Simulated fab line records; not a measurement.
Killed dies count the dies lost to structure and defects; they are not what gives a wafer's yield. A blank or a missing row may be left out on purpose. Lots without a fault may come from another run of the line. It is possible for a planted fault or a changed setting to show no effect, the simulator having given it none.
Split-lot trial | flow rit-cmos | 5 lots, 23 wafers read, on a route of 202 steps

SPLIT DETAILS
At RIT_PSD_HARDBAKE_07 (time 60 s), the setting temp-c was moved away from the recipe's 140 C on 10 of the 23 wafers read, by -2.9% to +2.2%. This setting was run at the recipe's value on the other wafers.

The split's own step is where the reading is taken.

THE READING
NOVOLAK_of_PSD_COAT_01.thk-nm (the simulator's own value, which no gauge read), in nm, at RIT_PSD_HARDBAKE_07 (time 60 s). The file does not state a usual value for it. Across the 13 wafers here that went through the recipe, the average is 885.2 nm and the standard deviation 2.2 nm.

wafer  | tool, chamber at the split | temp-c as run, C | against the recipe | NOVOLAK_of_PSD_COAT_01.thk-nm, nm | against lot-mates on the recipe
L077.1 | litho-track-04, 0          | 140              | recipe             | 881.8                             | -
L077.4 | litho-track-04, 0          | 140              | recipe             | 882.8                             | -
L077.6 | litho-track-04, 0          | 140              | recipe             | 882.1                             | -
L078.2 | litho-track-02, 0          | 143.1            | +2.2%              | 883.7                             | -4.0
L078.3 | litho-track-02, 0          | 143.1            | +2.2%              | 883.3                             | -4.4
L078.4 | litho-track-02, 0          | 140              | recipe             | 889.1                             | -
L078.5 | litho-track-02, 0          | 143.1            | +2.2%              | 887.2                             | -0.5
L078.6 | litho-track-02, 0          | 140              | recipe             | 886.3                             | -
L080.2 | litho-track-02, 0          | 135.9            | -2.9%              | 891.9                             | +7.6
L080.3 | litho-track-02, 0          | 140              | recipe             | 883.4                             | -
L080.4 | litho-track-02, 0          | 135.9            | -2.9%              | 894.1                             | +9.8
L080.5 | litho-track-02, 0          | 140              | recipe             | 884.5                             | -
L080.6 | litho-track-02, 0          | 140              | recipe             | 884.9                             | -
L081.1 | litho-track-02, 0          | 142.5            | +1.8%              | 883.3                             | -3.4
L081.2 | litho-track-02, 0          | 140              | recipe             | 886.1                             | -
L081.3 | litho-track-02, 0          | 142.5            | +1.8%              | 884.8                             | -1.9
L081.4 | litho-track-02, 0          | 140              | recipe             | 887                               | -
L081.5 | litho-track-02, 0          | 140              | recipe             | 887.1                             | -
L083.1 | litho-track-02, 0          | 141.9            | +1.4%              | 883.9                             | -2.5
L083.2 | litho-track-02, 0          | 140              | recipe             | 887.5                             | -
L083.3 | litho-track-02, 0          | 140              | recipe             | 885.2                             | -
L083.4 | litho-track-02, 0          | 141.9            | +1.4%              | 883.5                             | -2.9
L083.5 | litho-track-02, 0          | 141.9            | +1.4%              | 884.1                             | -2.2

FIT RESULTS
A straight line over all 23 wafers: NOVOLAK_of_PSD_COAT_01.thk-nm changes by -1.51 nm for each +1% of temp-c; r = -0.68; the points scatter about the line by 2.3 nm.
The same after taking each lot's own level away (the mean of its wafers on the recipe; 23 wafers): -2.19 nm for each +1%; r = -0.91; scatter 1.3 nm.
On that fit, the largest move of temp-c shifts the reading by 6.4 nm.
The lots' own levels span 882.23 to 887.70 nm, that is 2.5 times the standard deviation above.
So the lot-to-lot level blurs the effect unless lot-mates are compared.
Check: for one of the wafers moved furthest among these (-2.9%), held out of the fit, the line's prediction against its lot-mates is +6.76 nm. Against them it came out at +7.63 nm.

ADDITIONAL SPLITS CARRIED BY THESE WAFERS
Note: prior to the reading, these wafers also went through further splits. Each is held against what the fit with the lots' levels taken away leaves over:
other split on the same wafers | wafers away from the commonest value | r with NOVOLAK_of_PSD_COAT_01.thk-nm (lot level and that fit taken away)
RIT_SPACER_CVD_03 temp-c       | 15                                   | -0.23
RIT_NSD_IMPLANT_08 energy-kev  | 4                                    | -0.35

FILE'S OWN FIT
NOVOLAK_of_PSD_COAT_01.thk-nm changes by -2.18 nm for each +1% of temp-c, r = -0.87.
